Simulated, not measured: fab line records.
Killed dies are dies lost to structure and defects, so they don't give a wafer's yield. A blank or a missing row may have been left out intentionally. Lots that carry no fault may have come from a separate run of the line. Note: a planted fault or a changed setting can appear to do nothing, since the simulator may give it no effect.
Which tool is to blame? -- flow berkeleyCmos170 -- 14 lots with 42 wafers sampled at 2 steps, on a route of 331 steps

WHAT THE GAUGES SHOWED, per wafer
UCB170_GATE_THK_MEAS_02.
lot,measured,on,GATE_OXIDE_THK (nm)
L277,day 5 13:55,filmMetro-01,6.46 6.48 6.45
L278,day 6 05:56,filmMetro-01,6.76 6.71 6.65
L280,day 6 23:14,filmMetro-03,6.33 6.29 6.28
L281,day 6 23:14,filmMetro-02,6.65 6.42 6.56
L283,day 7 02:49,filmMetro-03,6.46 6.46 6.50
L284,day 7 02:49,filmMetro-01,6.33 6.27 6.42
L282,day 7 09:41,filmMetro-03,6.36 6.30 6.41
L285,day 7 09:44,filmMetro-03,6.58 6.58 6.65
L294,day 8 22:20,filmMetro-02,6.86 7.31 7.74
L293,day 9 01:10,filmMetro-02,7.88 7.09 6.90
L295,day 9 14:17,filmMetro-01,6.68 6.65 6.74
L297,day 10 01:17,filmMetro-01,6.61 6.46 6.54
L298,day 10 01:19,filmMetro-03,6.74 6.79 6.65
L299,day 10 01:17,filmMetro-02,6.67 6.73 6.64

WHAT TOOL EACH LOT RAN ON (gives the tool, then ch and the chambers of the sampled wafers, and finally the start)
lot,UCB170_GATE_OXIDATION_01
L277,"furnace-01 ch 0, day 5 12:25"
L278,"furnace-02 ch 0, day 6 04:26"
L280,"furnace-04 ch 0, day 6 21:44"
L281,"furnace-04 ch 0, day 6 21:44"
L283,"furnace-02 ch 0, day 7 01:19"
L284,"furnace-02 ch 0, day 7 01:19"
L282,"furnace-02 ch 0, day 7 08:11"
L285,"furnace-02 ch 0, day 7 08:11"
L294,"furnace-04 ch 0, day 8 20:50"
L293,"furnace-04 ch 0, day 8 23:40"
L295,"furnace-01 ch 0, day 9 12:47"
L297,"furnace-01 ch 0, day 9 23:47"
L298,"furnace-01 ch 0, day 9 23:47"
L299,"furnace-01 ch 0, day 9 23:47"
- UCB170_GATE_OXIDATION_01: target thk 6.6 nm, ox time 1800 s.

WHAT THE TOOLS THEMSELVES READ (means of the sampled wafers that have a number; where no wafer has one, the mark that the record gives instead)
UCB170_GATE_OXIDATION_01.
lot,tool,spikeTcCentreC (C),zonePowerCentrePct (%)
L277,furnace-01,853.3,38
L278,furnace-02,850.8,34
L280,furnace-04,850.8,46
L281,furnace-04,851.3,46
L283,furnace-02,851.0,35
L284,furnace-02,850.8,35
L282,furnace-02,850.7,34
L285,furnace-02,850.0,35
L294,furnace-04,880.4,59
L293,furnace-04,879.5,59
L295,furnace-01,853.5,38
L297,furnace-01,853.4,38
L298,furnace-01,853.6,38
L299,furnace-01,851.8,38

THE ANSWER, worked out from the rows above alone
Rule: usual is defined by the lots themselves. The widest of any qualifying gaps counts: lots, ordered by their means at a reading, are off when they make up no more than a third of the lots, leave a main group of 4 or more, and stand apart from it by 3 or more times the standard deviation of that group's means. The tables above print the reading to a certain number of digits; a main group whose means all agree to those digits is not used. Also off: a lot with no number at a reading for which 4 or more lots have one. The other lots that the step has rows for count as sound. First the gauges in route order, then the tools' own readings, where a lot's mean is used as printed above. The first step at which some lot is off is used, and at that step the reading that is off furthest; a lot without a number counts as furthest.
Off: at UCB170_GATE_THK_MEAS_02 (GATE_OXIDE_THK), L294, L293. Mean 6.54 nm and standard deviation 0.14 in the main group.
A tool fits if, at a process step before that reading, it ran every lot that is off, and no sound lot after the first of them. The gauges at UCB170_GATE_THK_MEAS_02 aren't tried: what is off there is off at UCB170_GATE_OXIDATION_01 too, on other tools, and a gauge's error can't cause that. One fits: furnace-04 at UCB170_GATE_OXIDATION_01. A fault onset in the window from L280 (day 6 21:44, its last sound lot) to L294 (day 8 20:50, its first lot off) fits.
The tool's own readings at UCB170_GATE_OXIDATION_01 bear it out: on the lots that are off they differ by more than 5 times the standard deviation of the sound lots' means. spikeTcCentreC reads 880.0 C there against 851.8 C on the sound lots; zonePowerCentrePct reads 59 % there against 38 % on the sound lots.

WHAT HAD BEEN PUT IN BY THE SIMULATOR
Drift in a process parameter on furnace-04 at UCB170_GATE_OXIDATION_01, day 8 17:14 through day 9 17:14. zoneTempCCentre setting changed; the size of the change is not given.
Lots struck among those shown: L294, L293. Same finding as the rule above.
